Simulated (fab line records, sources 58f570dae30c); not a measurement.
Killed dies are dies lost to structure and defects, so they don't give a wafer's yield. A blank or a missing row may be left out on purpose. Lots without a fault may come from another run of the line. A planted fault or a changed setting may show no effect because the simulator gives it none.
Which tool did it? | flow berkeley_cmos170 | 14 lots, 42 wafers sampled, at 6 steps of a route of 331

WHAT THE GAUGES READ, wafer by wafer
UCB170_ACTIVE_CD_MEAS_90: target cd 1200 nm.
lot  | measured    | on        | cd_nm (nm)
L937 | day 5 04:14 | cd_sem-02 | 1201.0 1201.2 1201.0
L940 | day 6 03:26 | cd_sem-02 | 1201.7 1201.1 1201.4
L938 | day 6 03:29 | cd_sem-01 | 1200.1 1200.1 1199.9
L939 | day 6 03:38 | cd_sem-01 | 1198.4 1197.9 1200.9
L941 | day 6 03:55 | cd_sem-02 | 1199.5 1198.7 1198.9
L950 | day 7 13:40 | cd_sem-01 | 1200.6 1199.6 1201.0
L949 | day 7 13:50 | cd_sem-01 | 1197.8 1196.3 1197.0
L951 | day 8 06:44 | cd_sem-01 | 1195.7 1198.9 1198.9
L953 | day 8 20:03 | cd_sem-01 | 1199.1 1197.6 1198.2
L954 | day 8 20:15 | cd_sem-01 | 1200.0 1200.2 1200.2
L955 | day 8 20:45 | cd_sem-01 | 1199.2 1200.6 1200.6
L956 | day 9 04:01 | cd_sem-01 | 1202.9 1201.0 1201.1
L958 | day 9 22:53 | cd_sem-02 | 1199.6 1198.5 1200.3
L957 | day 9 23:07 | cd_sem-01 | 1198.5 1198.8 1198.0

UCB170_PFIELD_OVL_MEAS_06.
lot  | measured     | on         | PFIELD_OVL (nm)
L937 | day 5 07:14  | overlay-02 | 3 4 4
L940 | day 6 05:09  | overlay-01 | -1 -15 -4
L938 | day 6 05:15  | overlay-02 | 3 10 10
L939 | day 6 05:32  | overlay-02 | -1 3 0
L941 | day 6 05:53  | overlay-02 | -8 -9 2
L950 | day 7 15:25  | overlay-01 | 2 -15 2
L949 | day 7 15:49  | overlay-01 | 0 1 -4
L951 | day 8 08:02  | overlay-01 | 4 3 2
L953 | day 8 23:28  | overlay-01 | -5 0 -7
L954 | day 8 23:44  | overlay-02 | 2 6 7
L955 | day 9 00:11  | overlay-02 | -9 -9 -1
L956 | day 9 05:43  | overlay-02 | 4 9 2
L958 | day 10 00:34 | overlay-01 | -6 -7 2
L957 | day 10 01:14 | overlay-02 | -3 -12 -4

UCB170_SACOX_THK_MEAS_02.
lot  | measured     | on            | SACOX_OXIDE_THK (nm)
L937 | day 6 07:19  | film_metro-01 | 14.49 14.43 14.26
L940 | day 7 03:16  | film_metro-01 | 14.53 14.53 14.82
L938 | day 7 03:17  | film_metro-03 | 14.54 14.59 14.54
L939 | day 7 03:22  | film_metro-01 | 14.17 14.47 14.46
L941 | day 7 03:17  | film_metro-04 | 14.31 14.63 14.60
L950 | day 8 15:56  | film_metro-03 | 14.35 14.16 14.19
L949 | day 8 16:01  | film_metro-03 | 14.25 14.09 14.08
L951 | day 9 13:31  | film_metro-01 | 14.21 14.17 14.36
L953 | day 10 11:16 | film_metro-04 | 14.49 14.76 14.62
L954 | day 10 11:11 | film_metro-04 | 14.97 14.58 14.73
L955 | day 10 11:12 | film_metro-01 | 14.67 14.58 14.86
L956 | day 10 19:48 | film_metro-04 | 14.19 14.40 14.25
L958 | day 11 00:40 | film_metro-01 | 14.64 14.69 14.70
L957 | day 11 00:39 | film_metro-04 | 14.46 14.46 14.48

UCB170_NLDD_TW_MEAS_11.
lot  | measured     | on            | NLDD_TW
L937 | day 7 14:48  | film_metro-01 | 2203 2210 2204
L940 | day 8 14:05  | film_metro-01 | 30 30 30
L938 | day 8 13:28  | film_metro-03 | 2228 2235 2235
L939 | day 8 14:51  | film_metro-01 | 30 30 30
L941 | day 8 13:50  | film_metro-03 | 2240 2232 2231
L950 | day 10 13:22 | film_metro-03 | 2247 2242 2240
L949 | day 10 13:37 | film_metro-03 | 2244 2236 2236
L951 | day 11 05:07 | film_metro-01 | 2203 2195 2205
L953 | day 12 00:56 | film_metro-03 | 2257 2241 2241
L954 | day 12 01:02 | film_metro-03 | 2234 2242 2252
L955 | day 12 00:44 | film_metro-01 | 2218 2216 2203
L956 | day 12 12:37 | film_metro-03 | 2247 2235 2233
L958 | day 12 23:41 | film_metro-03 | 2243 2230 2234
L957 | day 13 00:02 | film_metro-03 | 2229 2233 2237

WHICH TOOL RAN EACH LOT (tool, then ch and the chambers of the sampled wafers, then the start)
lot  | UCB170_PLDD_STRIP_10                 | UCB170_NLDD_STRIP_10
L937 | plasma_asher-03 ch 0,1, day 7 12:21  | plasma_asher-04 ch 0, day 7 14:42
L940 | plasma_asher-03 ch 0,1, day 8 11:21  | plasma_asher-04 ch 0,1, day 8 13:59
L938 | plasma_asher-03 ch 0,1, day 8 11:05  | plasma_asher-04 ch 0,1, day 8 13:22
L939 | plasma_asher-02 ch 0,1, day 8 11:56  | plasma_asher-01 ch 0,1, day 8 14:45
L941 | plasma_asher-02 ch 1, day 8 11:05    | plasma_asher-01 ch 0,1, day 8 13:43
L950 | plasma_asher-03 ch 0,1, day 10 08:56 | plasma_asher-04 ch 0,1, day 10 13:16
L949 | plasma_asher-03 ch 0,1, day 10 09:10 | plasma_asher-01 ch 0,1, day 10 13:31
L951 | plasma_asher-03 ch 0,1, day 11 03:10 | plasma_asher-04 ch 0,1, day 11 05:01
L953 | plasma_asher-03 ch 0,1, day 11 23:10 | plasma_asher-02 ch 0,1, day 12 00:51
L954 | plasma_asher-02 ch 0,1, day 11 23:18 | plasma_asher-04 ch 0,1, day 12 00:56
L955 | plasma_asher-04 ch 0,1, day 11 22:52 | plasma_asher-01 ch 0,1, day 12 00:37
L956 | plasma_asher-03 ch 0,1, day 12 10:52 | plasma_asher-04 ch 0,1, day 12 12:31
L958 | plasma_asher-04 ch 0, day 12 21:47   | plasma_asher-04 ch 0,1, day 12 23:34
L957 | plasma_asher-03 ch 0,1, day 12 22:11 | plasma_asher-01 ch 0,1, day 12 23:56
- UCB170_PLDD_STRIP_10: strips in O2.
- UCB170_NLDD_STRIP_10: strips in O2.

WHAT THE TOOLS THEMSELVES READ (means of the sampled wafers that have a number; where no wafer has one, the mark that the record gives instead)
UCB170_PLDD_STRIP_10.
lot  | tool            | chamber_pressure_mTorr (mTorr) | drypump_motor_current_A (A) | oes_product_au (a.u.) | strip_time_to_endpoint_s (s)
L937 | plasma_asher-03 | 3499                           | 5.5                         | 0.737                 | 21.58
L940 | plasma_asher-03 | -                              | -                           | -                     | -
L938 | plasma_asher-03 | 3497                           | 5.5                         | 0.736                 | 21.58
L939 | plasma_asher-02 | -                              | -                           | -                     | -
L941 | plasma_asher-02 | 3499                           | 5.8                         | 0.733                 | 21.57
L950 | plasma_asher-03 | 3498                           | 5.5                         | 0.734                 | 21.62
L949 | plasma_asher-03 | 3500                           | 5.5                         | 0.731                 | 21.59
L951 | plasma_asher-03 | 3501                           | 5.2                         | 0.734                 | 21.64
L953 | plasma_asher-03 | 3501                           | 5.5                         | 0.731                 | 21.63
L954 | plasma_asher-02 | 3500                           | 6.0                         | 0.739                 | 21.67
L955 | plasma_asher-04 | 3500                           | 5.6                         | 0.733                 | 21.64
L956 | plasma_asher-03 | 3502                           | 5.2                         | 0.736                 | 21.56
L958 | plasma_asher-04 | 3503                           | 5.7                         | 0.731                 | 21.66
L957 | plasma_asher-03 | 3499                           | 5.5                         | 0.734                 | 21.63

UCB170_NLDD_STRIP_10.
lot  | tool            | chamber_pressure_mTorr (mTorr) | drypump_motor_current_A (A) | oes_product_au (a.u.) | strip_time_to_endpoint_s (s)
L937 | plasma_asher-04 | 3500                           | 5.7                         | 0.732                 | 21.60
L940 | plasma_asher-04 | 3497                           | 5.3                         | 0.741                 | 47.87
L938 | plasma_asher-04 | 3500                           | 5.6                         | 0.737                 | 21.62
L939 | plasma_asher-01 | 3499                           | 6.3                         | 0.740                 | 47.91
L941 | plasma_asher-01 | 3499                           | 6.3                         | 0.740                 | 21.63
L950 | plasma_asher-04 | 3500                           | 5.4                         | 0.733                 | 21.52
L949 | plasma_asher-01 | 3502                           | 6.3                         | 0.732                 | 21.68
L951 | plasma_asher-04 | 3500                           | 5.4                         | 0.739                 | 21.68
L953 | plasma_asher-02 | 3497                           | 6.1                         | 0.733                 | 21.65
L954 | plasma_asher-04 | 3500                           | 5.4                         | 0.734                 | 21.59
L955 | plasma_asher-01 | 3499                           | 6.3                         | 0.733                 | 21.58
L956 | plasma_asher-04 | 3495                           | 5.4                         | 0.737                 | 21.64
L958 | plasma_asher-04 | 3503                           | 5.6                         | 0.734                 | 21.59
L957 | plasma_asher-01 | 3504                           | 6.2                         | 0.736                 | 21.56

THE ANSWER, worked out from the rows above alone
Rule: what is usual is taken from the lots themselves. Put in order of their means at a reading, lots are off if they are a third of the lots or fewer, leave a main group of 4 or more, and stand apart from it by a gap of 3 or more times the standard deviation of the main group's means; of several such gaps the widest counts. A main group whose means are all the same, to the digits that the tables above print for the reading, isn't used. A lot without any number at a reading at which 4 lots or more have one is off too. The other lots that the step has rows for count as sound. The gauges are gone through in route order, then the tools' own readings, and for those a lot's mean is taken as printed above. The first step at which some lot is off is used, and at that step the reading that is off furthest; a lot without a number counts as furthest.
Off: L940, L939, at UCB170_NLDD_TW_MEAS_11 (NLDD_TW). The main group: mean 2230, standard deviation 15.
A tool fits if, at a process step before that reading, it ran every lot that is off, and no sound lot after the first of them. The gauges at UCB170_NLDD_TW_MEAS_11 aren't tried: what is off there is off at UCB170_PLDD_STRIP_10 too, on other tools, and a gauge's error can't cause that. None of those tried fits.

WHAT THE SIMULATOR HAD PUT IN
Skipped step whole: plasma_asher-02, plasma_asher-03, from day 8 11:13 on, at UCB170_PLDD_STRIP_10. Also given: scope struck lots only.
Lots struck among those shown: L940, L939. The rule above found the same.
